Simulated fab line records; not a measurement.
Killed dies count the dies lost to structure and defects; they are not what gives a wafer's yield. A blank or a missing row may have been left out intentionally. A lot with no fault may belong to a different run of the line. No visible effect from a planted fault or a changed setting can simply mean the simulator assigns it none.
Struck lot and sound lot, side by side ; flow berkeley-cmos170 ; 17 steps out of a route of 331
Sound: the wafers L870.2, L870.3, L870.4. Struck: wafers L887.3, L887.6 (left out: L887.1, a lot-mate that was not struck); the cause follows at the end.
Order at every step that has rows: each side's tool, ch and its chambers, its first start. Under that, the readings that differ: sound wafers ; struck wafers ; difference of the means ; sigmas: that difference in standard deviations of wafers without a fault.
alike: readings with means less than 2 such deviations apart, plus words and numbers identical on both sides. not compared: withheld readings, readings lacking a value on some wafer, bounds such as >300 that could conceal the same value, and numbers that have no deviation in the record and whose values overlap.
A row with sigmas, a row that says differs or no value, or rows on one side alone: a step with any of these is where the two part. Non-overlapping numbers with no deviation appear without sigmas and do not part them. A reading that every wafer of one side lacks parts them only if that side has two wafers or more.

first, 5 steps without rows for these wafers: UCB170_NLDD_COAT_01 (resist thk 900 nm); UCB170_NLDD_SOFTBAKE_02 (time 60 s); UCB170_NLDD_EXPOSE_03 (exposes mask NSELECT, target cd 1200 nm); UCB170_NLDD_PEB_04; UCB170_NLDD_DEVELOP_05 (develop time 45 s).
UCB170_NLDD_CD_MEAS_06 targets a cd of 1200 nm.
  sound on cd-sem-01, day 6 14:04; struck on cd-sem-01, day 9 16:08
  alike: cd-nm
UCB170_NLDD_OVL_MEAS_07:
  sound on overlay-02, day 6 14:10; struck on overlay-02, day 9 16:17
  alike: NLDD_OVL
then, 2 steps without rows for these wafers: UCB170_NLDD_IMPLANT_08; UCB170_NLDD_IMPLANT_09.
UCB170_NLDD_STRIP_10: strips in O2.
  sound on plasma-asher-01 ch 0,1, day 6 14:30; struck on plasma-asher-02 ch 0,1, day 9 16:37
  alike: drypump-motor-current-A, oes-product-au, strip-time-to-endpoint-s
  not compared: rf-hours-counter-h
UCB170_NLDD_TW_MEAS_11:
  sound on film-metro-03, day 6 14:37; struck on film-metro-01, day 9 16:43
  alike: NLDD_TW
then, 1 step without rows for these wafers: UCB170_NLDD_CLEAN_12 (cleans in SPM, time 600 s).
UCB170_SPACER_CVD_00: deposits SiO2 from TEOS/O2, target thk 376 nm, time 48.07 s.
  sound on pecvd-01 ch 0,1,2, day 6 17:44; struck on pecvd-03 ch 0, day 9 17:01
reading;sound;struck;difference;sigmas
model.SiO2_of_SPACER_CVD_00.thk-nm (nm);375 380 390.1;498.6 511.1;+123.2;
  alike: heater-power-w
UCB170_SPACER_THK_MEAS_01:
  sound on film-metro-04, day 6 17:48; struck on film-metro-02, day 9 17:04
reading;sound;struck;difference;sigmas
SPACER_TEOS_THK (nm);375 380 390;499 511;+123;+22
then, 1 step without rows for these wafers: UCB170_SPACER_ANNEAL_02 (time 1800 s).
UCB170_SPACER_ETCHBACK_03: etches SiO2 in CHF3/CF4/Ar, stops on Si, target depth 376 nm, time 100 s.
  sound on rie-diel-04 ch 1,2,3, day 6 22:14; struck on rie-diel-03 ch 0,3, day 9 19:53
reading;sound;struck;difference;sigmas
oes-product-au (a.u.);0.900 0.891 0.936;0.985 0.978;+0.073;+4
model.etch.depth-nm (nm);375 380 390.1;437.2 420.9;+47.3;
  alike: drypump-motor-current-A, mfc-ar-sccm, throttle-valve-pct
  not compared: rf-hours-counter-h
then, 1 step without rows for these wafers: UCB170_PSD_HMDS_00 (prime time 60 s).

WHERE THEY PART
At UCB170_SPACER_THK_MEAS_01 first; at UCB170_SPACER_ETCHBACK_03 last (within this record only).

WHY: whatever the simulator had introduced
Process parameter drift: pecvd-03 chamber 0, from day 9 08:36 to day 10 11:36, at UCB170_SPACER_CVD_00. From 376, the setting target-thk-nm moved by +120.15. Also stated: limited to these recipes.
